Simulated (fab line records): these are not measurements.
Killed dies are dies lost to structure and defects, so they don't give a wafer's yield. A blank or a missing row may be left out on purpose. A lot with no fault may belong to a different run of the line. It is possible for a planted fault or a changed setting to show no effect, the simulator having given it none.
The tool behind it: which one? ; flow berkeley cmos170 ; 14 lots with 42 wafers sampled at 3 steps, on a route of 331 steps

## WHAT THE GAUGES READ, wafer by wafer
UCB170_SDANNEAL_RS_MEAS_03: measures by four-point-probe. Usual: NSD_RS gives 37.62 ohm/sq (standard deviation 0.092).
lot;measured;on;NSD_RS (ohm/sq);flag
L380;day 8 04:49;film metro-04;37.51 37.49 37.45;
L381;day 8 05:16;film metro-01;37.71 37.67 37.70;
L383;day 8 21:15;film metro-03;37.72 37.67 37.72;
L384;day 8 22:17;film metro-04;37.68 37.64 37.56;
L387;day 9 17:19;film metro-03;37.66 37.75 37.61;
L389;day 10 13:52;film metro-01;37.63 37.71 37.70;
L391;day 10 13:56;film metro-04;37.71 37.59 37.58;
L392;day 10 14:28;film metro-03;37.56 37.47 37.52;
L398;day 11 15:52;film metro-03;37.55 37.55 37.52;
L396;day 11 16:11;film metro-01;37.64 37.54 37.68;
L399;day 12 22:43;film metro-01;37.79 37.65 37.66;
L402;day 12 22:49;film metro-03;37.63 37.47 37.66;
L401;day 12 23:12;film metro-04;37.66 37.54 37.68;
L403;day 14 01:59;film metro-01;37.72 37.67 37.66;

UCB170_SILICIDE_RS_MEAS_02: measures by four-point-probe. Usual: SILICIDE_TI_RS gives 25.9 ohm/sq (standard deviation 0.34).
lot;measured;on;SILICIDE_TI_RS (ohm/sq);flag
L380;day 8 05:16;film metro-03;25.9 25.9 25.9;
L381;day 8 05:44;film metro-03;25.8 26.0 25.8;
L383;day 8 21:43;film metro-03;25.2 25.5 25.1;
L384;day 8 22:44;film metro-02;25.8 25.8 25.7;
L387;day 9 17:46;film metro-02;25.8 25.7 25.7;
L389;day 10 14:19;film metro-02;25.8 25.8 25.5;
L391;day 10 14:23;film metro-04;26.7 26.3 26.6;
L392;day 10 14:56;film metro-04;25.9 26.4 26.0;
L398;day 11 16:20;film metro-02;26.3 26.5 26.1;
L396;day 11 16:40;film metro-04;26.7 26.6 26.2;
L399;day 12 23:10;film metro-02;25.9 25.9 25.9;
L402;day 12 23:17;film metro-03;26.4 26.1 26.0;
L401;day 12 23:40;film metro-03;26.2 25.5 26.3;
L403;day 14 02:27;film metro-02;25.9 25.7 25.8;

## WHICH TOOL RAN EACH LOT (tool, then ch and the chambers of the sampled wafers, then the start)
lot;UCB170_SILICIDE_SPUTTER_01
L380;pvd sputter-01, day 8 05:14
L381;pvd sputter-03, day 8 05:41
L383;pvd sputter-03, day 8 21:41
L384;pvd sputter-01, day 8 22:43
L387;pvd sputter-02, day 9 17:43
L389;pvd sputter-03, day 10 14:17
L391;pvd sputter-01, day 10 14:22
L392;pvd sputter-03, day 10 14:50
L398;pvd sputter-01, day 11 16:18
L396;pvd sputter-02, day 11 16:35
L399;pvd sputter-03, day 12 23:07
L402;pvd sputter-01, day 12 23:13
L401;pvd sputter-02, day 12 23:35
L403;pvd sputter-03, day 14 02:24
- UCB170_SILICIDE_SPUTTER_01: material Ti, target thk 30 nm, time 25 s.

## WHAT THE TOOLS THEMSELVES READ (means of the sampled wafers that have a number; where no wafer has one, the mark that the record gives instead)
UCB170_SILICIDE_SPUTTER_01. Usual: 30.1 % for throttle valve pct, sd 0.91.
lot;tool;throttle valve pct (%);flag
L380;pvd sputter-01;29.8;
L381;pvd sputter-03;30.7;
L383;pvd sputter-03;30.3;
L384;pvd sputter-01;29.8;
L387;pvd sputter-02;29.0;
L389;pvd sputter-03;29.8;
L391;pvd sputter-01;30.6;
L392;pvd sputter-03;29.8;
L398;pvd sputter-01;30.0;
L396;pvd sputter-02;29.9;
L399;pvd sputter-03;30.4;
L402;pvd sputter-01;30.3;
L401;pvd sputter-02;29.8;
L403;pvd sputter-03;30.8;

## THE ANSWER, worked out from the rows above alone
Rule: a lot counts as off when the mean over its wafers that have a number is more than 3 standard deviations away from the usual mean. A lot without any number at a reading at which 4 lots or more have one is off too. Where the step has rows for the other lots, those lots are counted as sound. After the gauges, taken in route order, come the tools' own readings; for these a lot's mean is taken, as printed above. At the first step where some lot is off, the reading lying furthest off is the one used; lots without a number count as furthest.
None of the lots is off at any reading shown; this tells nothing.

## WHAT THE SIMULATOR PUT IN
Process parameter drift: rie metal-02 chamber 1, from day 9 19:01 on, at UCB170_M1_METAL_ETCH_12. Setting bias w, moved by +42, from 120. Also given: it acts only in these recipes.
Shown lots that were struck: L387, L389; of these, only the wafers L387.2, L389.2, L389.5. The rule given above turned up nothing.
